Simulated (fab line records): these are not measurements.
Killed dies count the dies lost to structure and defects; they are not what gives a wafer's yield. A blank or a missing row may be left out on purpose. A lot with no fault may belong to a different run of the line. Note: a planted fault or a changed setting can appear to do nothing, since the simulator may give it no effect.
What tool caused it? || flow berkeley_cmos170 || Sampling: 13 lots, 39 wafers, 3 of 331 route steps

WHAT EACH GAUGE READ, for each wafer
UCB170_V2_CD_MEAS_12: target cd 700 nm. Usual: cd_nm at 700.1 nm, with a standard deviation of 1.3.
{"lot": "L335", "measured": "day 8 04:43", "on": "cd_sem-02", "cd_nm (nm)": "702.2 701.4 700.7", "flag": ""}
{"lot": "L337", "measured": "day 8 14:40", "on": "cd_sem-02", "cd_nm (nm)": "699.7 700.4 700.1", "flag": ""}
{"lot": "L339", "measured": "day 8 14:02", "on": "cd_sem-02", "cd_nm (nm)": "700.6 698.7 700.5", "flag": ""}
{"lot": "L340", "measured": "day 9 07:09", "on": "cd_sem-01", "cd_nm (nm)": "699.1 699.0 700.1", "flag": ""}
{"lot": "L342", "measured": "day 10 00:18", "on": "cd_sem-01", "cd_nm (nm)": "699.5 700.2 699.9", "flag": ""}
{"lot": "L344", "measured": "day 10 10:43", "on": "cd_sem-02", "cd_nm (nm)": "699.4 698.3 700.5", "flag": ""}
{"lot": "L345", "measured": "day 10 10:16", "on": "cd_sem-02", "cd_nm (nm)": "699.4 698.5 698.9", "flag": ""}
{"lot": "L346", "measured": "day 10 09:43", "on": "cd_sem-02", "cd_nm (nm)": "696.9 697.3 697.9", "flag": ""}
{"lot": "L347", "measured": "day 10 22:04", "on": "cd_sem-02", "cd_nm (nm)": "700.0 699.5 699.5", "flag": ""}
{"lot": "L348", "measured": "day 11 05:45", "on": "cd_sem-02", "cd_nm (nm)": "700.3 699.9 700.6", "flag": ""}
{"lot": "L350", "measured": "day 11 05:37", "on": "cd_sem-01", "cd_nm (nm)": "699.8 700.8 702.0", "flag": ""}
{"lot": "L353", "measured": "day 11 07:47", "on": "cd_sem-01", "cd_nm (nm)": "700.8 700.8 702.1", "flag": ""}
{"lot": "L354", "measured": "day 12 09:01", "on": "cd_sem-01", "cd_nm (nm)": "701.0 701.9 701.2", "flag": ""}

UCB170_V2_CD_MEAS_90: target cd 700 nm. Usual: cd_nm at 700.2 nm, with a standard deviation of 1.4.
{"lot": "L335", "measured": "day 8 05:09", "on": "cd_sem-02", "cd_nm (nm)": "702.6 702.1 700.4", "flag": ""}
{"lot": "L337", "measured": "day 8 15:06", "on": "cd_sem-02", "cd_nm (nm)": "699.9 700.0 700.9", "flag": ""}
{"lot": "L339", "measured": "day 8 14:28", "on": "cd_sem-01", "cd_nm (nm)": "700.9 698.5 700.4", "flag": ""}
{"lot": "L340", "measured": "day 9 07:35", "on": "cd_sem-02", "cd_nm (nm)": "700.0 698.7 701.1", "flag": ""}
{"lot": "L342", "measured": "day 10 00:45", "on": "cd_sem-02", "cd_nm (nm)": "700.7 700.0 700.6", "flag": ""}
{"lot": "L344", "measured": "day 10 11:10", "on": "cd_sem-02", "cd_nm (nm)": "699.3 697.6 700.1", "flag": ""}
{"lot": "L345", "measured": "day 10 10:43", "on": "cd_sem-01", "cd_nm (nm)": "699.9 698.7 698.9", "flag": ""}
{"lot": "L346", "measured": "day 10 10:10", "on": "cd_sem-01", "cd_nm (nm)": "696.6 698.0 697.7", "flag": ""}
{"lot": "L347", "measured": "day 10 22:30", "on": "cd_sem-01", "cd_nm (nm)": "700.3 700.0 700.0", "flag": ""}
{"lot": "L348", "measured": "day 11 06:11", "on": "cd_sem-02", "cd_nm (nm)": "700.2 699.2 700.4", "flag": ""}
{"lot": "L350", "measured": "day 11 06:03", "on": "cd_sem-02", "cd_nm (nm)": "699.3 700.4 701.4", "flag": ""}
{"lot": "L353", "measured": "day 11 08:13", "on": "cd_sem-02", "cd_nm (nm)": "700.6 700.8 701.1", "flag": ""}
{"lot": "L354", "measured": "day 12 09:28", "on": "cd_sem-02", "cd_nm (nm)": "700.9 701.3 700.7", "flag": ""}

WHICH TOOL RAN EACH LOT (tool, then ch and the chambers of the sampled wafers, then the start)
{"lot": "L335", "UCB170_NWELL_ETCH_13": "rie_diel-03 ch 1,2,3, day 2 11:41"}
{"lot": "L337", "UCB170_NWELL_ETCH_13": "rie_diel-01 ch 0,1,2, day 3 00:32"}
{"lot": "L339", "UCB170_NWELL_ETCH_13": "rie_diel-01 ch 1,2, day 3 04:08"}
{"lot": "L340", "UCB170_NWELL_ETCH_13": "rie_diel-01 ch 0,1,3, day 3 12:57"}
{"lot": "L342", "UCB170_NWELL_ETCH_13": "rie_diel-01 ch 0,2,3, day 3 20:10"}
{"lot": "L344", "UCB170_NWELL_ETCH_13": "rie_diel-03 ch 0,1, day 4 09:19"}
{"lot": "L345", "UCB170_NWELL_ETCH_13": "rie_diel-03 ch 1,2, day 4 14:46"}
{"lot": "L346", "UCB170_NWELL_ETCH_13": "rie_diel-03 ch 1,3, day 4 21:13"}
{"lot": "L347", "UCB170_NWELL_ETCH_13": "rie_diel-01 ch 0,1,3, day 5 06:07"}
{"lot": "L348", "UCB170_NWELL_ETCH_13": "rie_diel-02 ch 1,2,3, day 5 10:23"}
{"lot": "L350", "UCB170_NWELL_ETCH_13": "rie_diel-01 ch 1,2,3, day 5 16:01"}
{"lot": "L353", "UCB170_NWELL_ETCH_13": "rie_diel-01 ch 1,2,3, day 6 06:27"}
{"lot": "L354", "UCB170_NWELL_ETCH_13": "rie_diel-03 ch 0,1,3, day 6 14:50"}
- UCB170_NWELL_ETCH_13: etches Si3N4 in CH3F/Ar/O2, stops on SiO2, target depth 246.4 nm, time 154 s.

WHAT THE TOOLS THEMSELVES READ (means of the sampled wafers that have a number; where no wafer has one, the mark that the record gives instead)
UCB170_NWELL_ETCH_13. Usual: drypump_motor_current_A 5.5 A, standard deviation 0.32; oes_product_au 0.935 a.u., standard deviation 0.017; throttle_valve_pct 8.10 %, standard deviation 0.14.
{"lot": "L335", "tool": "rie_diel-03", "drypump_motor_current_A (A)": 5.5, "oes_product_au (a.u.)": 0.942, "throttle_valve_pct (%)": 8.22, "flag": ""}
{"lot": "L337", "tool": "rie_diel-01", "drypump_motor_current_A (A)": 5.3, "oes_product_au (a.u.)": 0.946, "throttle_valve_pct (%)": 8.04, "flag": ""}
{"lot": "L339", "tool": "rie_diel-01", "drypump_motor_current_A (A)": 5.6, "oes_product_au (a.u.)": 0.947, "throttle_valve_pct (%)": 8.06, "flag": ""}
{"lot": "L340", "tool": "rie_diel-01", "drypump_motor_current_A (A)": 5.2, "oes_product_au (a.u.)": 0.940, "throttle_valve_pct (%)": 8.12, "flag": ""}
{"lot": "L342", "tool": "rie_diel-01", "drypump_motor_current_A (A)": 5.4, "oes_product_au (a.u.)": 0.946, "throttle_valve_pct (%)": 8.06, "flag": ""}
{"lot": "L344", "tool": "rie_diel-03", "drypump_motor_current_A (A)": 5.6, "oes_product_au (a.u.)": 0.921, "throttle_valve_pct (%)": 7.99, "flag": ""}
{"lot": "L345", "tool": "rie_diel-03", "drypump_motor_current_A (A)": 5.5, "oes_product_au (a.u.)": 0.944, "throttle_valve_pct (%)": 8.21, "flag": ""}
{"lot": "L346", "tool": "rie_diel-03", "drypump_motor_current_A (A)": 5.3, "oes_product_au (a.u.)": 0.929, "throttle_valve_pct (%)": 8.23, "flag": ""}
{"lot": "L347", "tool": "rie_diel-01", "drypump_motor_current_A (A)": 5.2, "oes_product_au (a.u.)": 0.939, "throttle_valve_pct (%)": 8.11, "flag": ""}
{"lot": "L348", "tool": "rie_diel-02", "drypump_motor_current_A (A)": 5.4, "oes_product_au (a.u.)": 0.929, "throttle_valve_pct (%)": 8.12, "flag": ""}
{"lot": "L350", "tool": "rie_diel-01", "drypump_motor_current_A (A)": 5.5, "oes_product_au (a.u.)": 0.942, "throttle_valve_pct (%)": 8.15, "flag": ""}
{"lot": "L353", "tool": "rie_diel-01", "drypump_motor_current_A (A)": 5.5, "oes_product_au (a.u.)": 0.936, "throttle_valve_pct (%)": 8.14, "flag": ""}
{"lot": "L354", "tool": "rie_diel-03", "drypump_motor_current_A (A)": 5.5, "oes_product_au (a.u.)": 0.921, "throttle_valve_pct (%)": 8.12, "flag": ""}

THE ANSWER, worked out from the rows above alone
Rule: a lot counts as off when the mean over its wafers that have a number is more than 3 standard deviations away from the usual mean. A lot without any number at a reading at which 4 lots or more have one is off too. Where the step has rows for the other lots, those lots are counted as sound. After the gauges, taken in route order, come the tools' own readings; for these a lot's mean is taken, as printed above. The first step at which some lot is off is used, and at that step the reading that is off furthest; a lot without a number counts as furthest.
No lot is off at any reading shown: from this, nothing can be told.

WHAT HAD BEEN PUT IN BY THE SIMULATOR
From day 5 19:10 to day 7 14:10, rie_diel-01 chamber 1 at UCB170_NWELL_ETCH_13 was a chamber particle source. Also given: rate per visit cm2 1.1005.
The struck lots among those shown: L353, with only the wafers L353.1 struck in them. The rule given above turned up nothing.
